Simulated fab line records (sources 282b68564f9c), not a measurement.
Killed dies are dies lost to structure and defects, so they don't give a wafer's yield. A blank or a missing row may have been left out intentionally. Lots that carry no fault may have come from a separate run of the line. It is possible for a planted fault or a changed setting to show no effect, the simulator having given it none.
One fault through the eyes of 2 desks ; flow rit-cmos ; numbers are kept per desk, each desk with only its own; the story behind them comes last

== FROM THE METROLOGY DESK ==
Lot by lot, what the gauges showed, no matter which tool ran the lot: averages of those sampled wafers that carry a number. If a lot's mean is further than 4 standard deviations from the usual mean, the lot is out of limits and carries the mark OUT (the distance appears in the brackets).
Columns: A = NLDD_TW at RIT_NLDD_TW_MEAS_10, usual 2479; B = M1_AL_RS at RIT_M1_RS_MEAS_01, usual 0.0733 ohm/sq; C = M1_AL_THK at RIT_M1_THK_MEAS_02, usual 402 nm
lot;first seen here;A;B;C
L347;day 2 18:55;2500;0.0730;402
L348;day 3 03:13;2485;0.0723;407
L350;day 3 12:10;2450;0.0733;401
L351;day 3 15:08;2491;0.0717;412
L352;day 3 22:50;2488;0.0743;394
L353;day 4 04:35;2449;0.0735;401
L354;day 4 06:47;2491;0.0743;395
L355;day 4 11:11;2499;0.0730;403
L358;day 5 01:46;2479;0.0560 (-22) OUT;524 (+26) OUT
L360;day 5 11:23;2478;0.0560 (-22) OUT;524 (+26) OUT
L367;day 6 23:00;2509;0.0738;399
L369;day 7 08:28;2443;0.0733;403
L370;day 7 13:41;2489;0.0731;402
Per this desk, out of limits: L358, L360; the first was L358, day 5 12:53 (M1_AL_RS at RIT_M1_RS_MEAS_01). L347, L348, L350, L351, L352, L353, L354, L355, L367, L369, L370: within limits.

== FOR THE TOOL OWNER'S DESK: pvd-sputter-04 ==
The tool's own readings at RIT_M1_SPUTTER_00 (material Al, target thk 400 nm, time 500 s): means of the sampled wafers that have a number, for each lot that ran on this tool. If a lot's mean is further than 4 standard deviations from the usual mean, the lot is out of limits and carries the mark OUT (the distance appears in the brackets).
Columns: A = throttle-valve-pct at RIT_M1_SPUTTER_00, usual 30.1 %
lot;first seen here;A
L350;day 3 23:05;30.4
L352;day 4 10:37;30.5
L354;day 4 17:27;30.3
L358;day 5 12:36;30.3
L360;day 5 22:52;30.4
This desk's verdict: no lot among the 5 shows anything out of limits.

== ALL TOGETHER ==
An alarm was possible from the metrology desk at day 5 12:53, on L358, L360.
Nothing out of limits was seen by the tool owner's desk.
On record at the tool owner's desk: L358, L360, within its limits.
RIT_M1_SPUTTER_00 was run on pvd-sputter-04 by each of the lots named.

== WHAT THE SIMULATOR HAD PUT IN ==
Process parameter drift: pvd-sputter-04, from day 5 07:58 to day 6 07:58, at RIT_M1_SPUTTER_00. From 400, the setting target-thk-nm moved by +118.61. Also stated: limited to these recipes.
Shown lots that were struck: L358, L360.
Per desk, hours elapsed from the start of the fault to the first reading out of limits: for the metrology desk, 5.
